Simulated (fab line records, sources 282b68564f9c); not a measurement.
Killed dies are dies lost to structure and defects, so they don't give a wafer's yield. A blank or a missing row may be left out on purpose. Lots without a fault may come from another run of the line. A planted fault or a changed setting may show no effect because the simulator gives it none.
fab line records | flow rit_cmos
record lots=13 wafers=39 last_day=7
route steps=202 shown ACTIVE@14 M1@202
lots that met no fault: from a run of the same line without faults
start_h: hours from the record's first day to the start of the lot's first wafer shown | wait_h: hours since the lot's step before | " the same as in the row above | L1.1+2: a row that stands for several wafers | - no value, or no start given | * or withheld: withheld | < > ~ a bound
route shown NAME@n: a module of which the file shows steps, and the number in the route of the first | usual: mean/standard deviation of fault-free wafers | same: alike in all rows | chamber/n: place in a boat | sites: the reading at each site | _std_site: their standard deviation | _edge_site: outer sites' mean less inner sites' | radius_mm: how far each site lies from the wafer's centre | mask NAME#n: copy n | behind: the tool/chamber that last shaped the wafer | hold: why the lot was held/for how many hours/how that ended | device: the transistor (n, p or np) that didn't switch | end of line: the same wafers' tests at the end of the route | a step without rows: its recipe alone | killed: dies lost to structure and defects at the first sort, not the wafer's yield | map: a wafer's dies, x killed, . not, _ none there
set.NAME: the setting as run; set.NAME@STEP: as run at that earlier step | model.NAME: the simulator's own value behind a step, which no gauge read
steps of the route over a sample of lots; a table a step, a row a wafer
services: from which hour (start_h, from the record's first day; less than 0 if before it) a tool's chamber was out of use, for how many hours, and why
## steps
# step RIT_ACTIVE_ETCH_13
# recipe stop_on=SiO2 chemistry=SF6 target=Si3N4 time_s=210 over_etch_frac=0.4 SF6_flow_sccm=200 pressure_mtorr=260 rf_w=125 target_depth_a=2100
# usual drypump_motor_current_A=5.5/0.54 oes_product_au=0.823/0.016 rf_fwd_power_W=124.5/0.35 throttle_valve_pct=7.50/0.11
# same time_s=210
# columns lot.wafer tool chamber start_h wait_h drypump_motor_current_A oes_product_au rf_fwd_power_W rf_hours_counter_h throttle_valve_pct
L179.3 rie_diel-04 2 15.66 0.1 5.1 0.794 124.5 158 7.58
L179.5 " 3 " " 4.8 0.833 125.0 - 7.31
L179.6 " 2 " " 5.1 0.790 124.1 - 7.60
L180.1 rie_diel-04 3 20.96 0.1 4.7 0.831 125.1 104 7.33
L180.2 " 1 " " 5.7 0.820 124.6 156 7.52
L180.6 " 0 " " 5.7 0.810 125.0 - 7.51
L181.4 rie_diel-03 0 24.78 0.1 5.4 0.816 124.3 - 7.66
L181.5 " 1 " " 6.1 0.849 124.3 - 7.52
L181.6 " 2 " " 5.0 0.835 124.4 - 7.49
L182.4 rie_diel-04 1 30.46 0.1 5.7 0.817 124.4 157 7.50
L182.5 " 2 " " 5.1 0.790 124.4 - 7.58
L182.6 " 1 " " 5.7 0.814 124.5 - 7.52
L183.1 rie_diel-04 1 35.53 0.1 5.7 0.812 124.8 157 7.51
L183.2 " 0 " " 5.7 0.815 124.2 74 7.51
L183.6 " 1 " " 5.7 0.815 124.8 - 7.53
L184.2 rie_diel-04 2 39.83 0.1 5.1 0.791 124.9 159 7.59
L184.4 " 3 " " 4.8 0.836 124.8 104 7.33
L184.5 " 2 " " 5.1 0.783 124.4 - 7.58
L185.1 rie_diel-03 2 47.51 0.1 5.0 0.835 124.7 35 7.49
L185.5 " 3 " " 6.4 0.839 124.7 - 7.41
L185.6 " 2 " " 5.0 0.827 124.2 - 7.49
L190.4 rie_diel-03 1 70.26 0.1 6.1 0.861 125.2 129 7.51
L190.5 " 3 " " 6.4 0.847 125.5 - 7.41
L190.6 " 2 " " 5.0 0.840 124.1 - 7.49
L194.4 rie_diel-03 0 90.28 0.1 5.4 0.828 124.0 - 7.66
L194.5 " 1 " " 6.1 0.849 124.7 - 7.52
L194.6 " 2 " " 5.0 0.830 124.3 - 7.49
L196.2 rie_diel-03 0 100.83 0.1 5.5 0.827 124.7 65 7.68
L196.4 " 1 " " 6.1 0.839 124.2 - 7.51
L196.6 " 0 " " 5.4 0.827 124.5 - 7.67
L199.1 rie_diel-02 2 115.93 0.1 4.8 0.814 124.6 76 7.59
L199.3 " 1 " " 5.9 0.800 124.3 8 7.54
L199.5 " 2 " " 4.8 0.813 124.4 - 7.59
L200.1 rie_diel-02 2 120.97 0.1 4.8 0.817 124.7 77 7.58
L200.2 " 1 " " 6.0 0.810 124.3 8 7.55
L200.3 " 0 " " 6.2 0.837 124.0 142 7.63
L201.2 rie_diel-04 2 124.83 0.1 5.1 0.841 124.3 0 7.58
L201.3 " 3 " " 4.8 0.840 124.7 - 7.32
L201.6 " 2 " " 5.1 0.838 124.3 - 7.59
# step RIT_M1_PROBE_99
# usual killed_at_contacts=0.0/0.22 killed_at_front_end=7/3.2 killed_dies=8/3.2 killed_open=3.7/2.1 killed_short=3.8/2.2
# same gross_dies=264 killed_at_M0_to_M3=0 killed_at_M4_up=0 killed_at_back_side=0 killed_at_other=0
# columns lot.wafer tool chamber start_h wait_h killed_at_contacts killed_at_front_end killed_dies killed_open killed_short
L184.2 prober-02 - 87.81 0.1 0 7 7 4 3
L184.4 prober-02 - 87.91 0.2 0 39 39 1 2
L184.5 prober-02 - 87.96 0.2 0 12 12 7 5
# killed by level:class
L184.2 GATE:geometric_particle:open=2 GATE:geometric_particle:short=2 FOX1:geometric_particle:open=1 REOX:geometric_particle:open=1 SILICIDE:geometric_particle:short=1
L184.4 ACTIVE:unspecified=36 GATE:geometric_particle:short=2 FOX2:geometric_particle:open=1
L184.5 GATE:geometric_particle:open=3 FOX1:geometric_particle:open=2 GATE:geometric_particle:short=2 SPACER:geometric_particle:short=2 FOX1:geometric_particle:short=1 SPACER:geometric_particle:open=1 SILICIDE:geometric_particle:open=1
## services
# columns tool chamber start_h hours kind
rie_diel-04 1 -7.12 16.0 repair
rie_diel-03 3 12.73 13.1 repair
rie_diel-04 - 26.67 2.0 repair
rie_diel-02 1 29.99 9.2 repair
rie_diel-03 1 43.01 3.8 repair
rie_diel-02 0 51.08 6.5 repair
rie_diel-02 1 51.39 4.6 repair
rie_diel-04 2 65.20 3.4 repair
rie_diel-03 3 71.69 - clean
rie_diel-03 3 71.69 32.0 scheduled_down
rie_diel-03 3 71.69 32.0 vent_cycle
rie_diel-04 2 94.52 - clean
rie_diel-04 2 94.52 12.9 scheduled_down
rie_diel-04 2 94.52 12.9 vent_cycle
rie_diel-04 1 107.41 - clean
rie_diel-04 1 107.41 27.2 scheduled_down
rie_diel-04 1 107.41 27.2 vent_cycle
rie_diel-04 0 123.51 8.8 repair
## key
first_sign step=RIT_M1_PROBE_99 reading=killed_at_front_end direction=up sigmas=10 usual=7 struck=39
effect step=RIT_M1_PROBE_99 reading=killed_dies direction=up sigmas=9.9 usual=8 struck=39
met_at RIT_ACTIVE_ETCH_13
struck_lots L184
struck_wafers L184.4
tester_left_out L184
onset_between 20.96 39.83
fault kind=chamber_particle_source tool=rie_diel-04 chamber=3 onset_h=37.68 steps=RIT_ACTIVE_ETCH_13 rate_per_visit_cm2=1.0725 end_h=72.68
# tester_left_out: of these lots the tester's yield and bins aren't shown, on N5 and GAA mostly nor the transistor test; their killed dies are dies lost to structure and defects alone, not to doping, threshold or leakage, so they don't give the yield
